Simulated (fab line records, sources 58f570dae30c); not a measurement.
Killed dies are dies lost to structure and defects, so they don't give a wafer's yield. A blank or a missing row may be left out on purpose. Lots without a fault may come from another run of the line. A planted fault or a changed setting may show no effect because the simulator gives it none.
Problem report in the 8D (eight disciplines) form, filled by code | flow berkeley_cmos170 | the parts of the form that need people (team, actions taken, sign-off) are left out

1. THE PROBLEM
cd_nm at UCB170_NSD_CD_MEAS_06 reads a mean of 1211.5 nm on 6 wafers of 2 lots; wafers without a fault read 1199.9 nm with a standard deviation of 1.2. That is +9.6 standard deviations from the usual mean.
The step: target cd 1200 nm.
First seen on wafer L230.3, day 10 06:36, on cd_sem-01. The record holds 42 wafers of 14 lots with a number at this step. Rule for "out", or "out of limits": more than 4 standard deviations from the usual mean. The other wafers with a number count as sound.

2. WHAT IT IS AND WHAT IT IS NOT
question                    | is                     | is not
which readings at this step | cd_nm                  | -
which lots                  | L229, L230             | L219, L220, L221, L223, L228, L234, L235, L237, L238, L240, L241, L242
which wafers of those lots  | all that have a number | -
read on which gauges        | cd_sem-01              | cd_sem-02
when                        | from day 10 06:36      | up to then (12 sound wafers); but 24 sound wafers of L228, L234, L235, L237, L238, L240, L241, L242 came after

3. SUSPECTS, AND WHAT RULES EACH OUT
Counting: a tool at a process step up to the reading stays a suspect if it ran every lot that is out and no sound lot after the first of them.
- the gauge at UCB170_NSD_CD_MEAS_06: ruled out. All the wafers that are out were read on cd_sem-01, but those of them that UCB170_NSD_PEB_04 has rows for are out there too, on other tools.
- litho_track-02 at UCB170_NSD_PEB_04: kept. It ran every lot that is out, first L230 (day 10 06:20), and no sound lot after that; its last sound lot up to then is L223 (day 8 11:17). Its own readings are out on those wafers: heater_power_total_W, plate_temp_C.
Left after counting: litho_track-02 at UCB170_NSD_PEB_04.

4. THE CAUSE (what the simulator had put in)
Process parameter drift: litho_track-02, from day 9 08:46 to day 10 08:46, at UCB170_NSD_PEB_04. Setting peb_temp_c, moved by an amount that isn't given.
Counting left only this tool.

5. THE CHAIN OF EFFECTS, in route order
Each row: a reading whose mean over the struck wafers that have a number lies more than 3 standard deviations from the usual. Only readings for which the record gives a usual standard deviation are gone through. hours: the time from each lot's start at the first step in this table that gives one to its start at this step, as a median over the lots. sigmas: the change in usual standard deviations.
hours | step                  | reading              | usual     | on struck wafers | change | sigmas
0     | UCB170_NSD_PEB_04     | heater_power_total_W | 56.80 W   | 58.08            | +1.28  | +27
0     | UCB170_NSD_PEB_04     | plate_temp_C         | 130.03 C  | 132.32           | +2.29  | +15
0     | UCB170_NSD_CD_MEAS_06 | cd_nm                | 1199.9 nm | 1211.5           | +11.6  | +9.6
The process steps in it:
- UCB170_NSD_PEB_04

6. WHAT WOULD HAVE CAUGHT IT SOONER
In this record the first reading out of limits at a measuring or inspecting step was taken at day 10 06:36, 22 hours after the fault began at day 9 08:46.
The tool's own readings at UCB170_NSD_PEB_04 were out on every struck wafer that the step has a row for (heater_power_total_W, plate_temp_C): an alarm limit on them would have fired on the first of those.
Of the lots that are out (2), L229 began UCB170_NSD_PEB_04 on litho_track-02 after day 10 06:36. A hold on the tool at that time would have spared it.
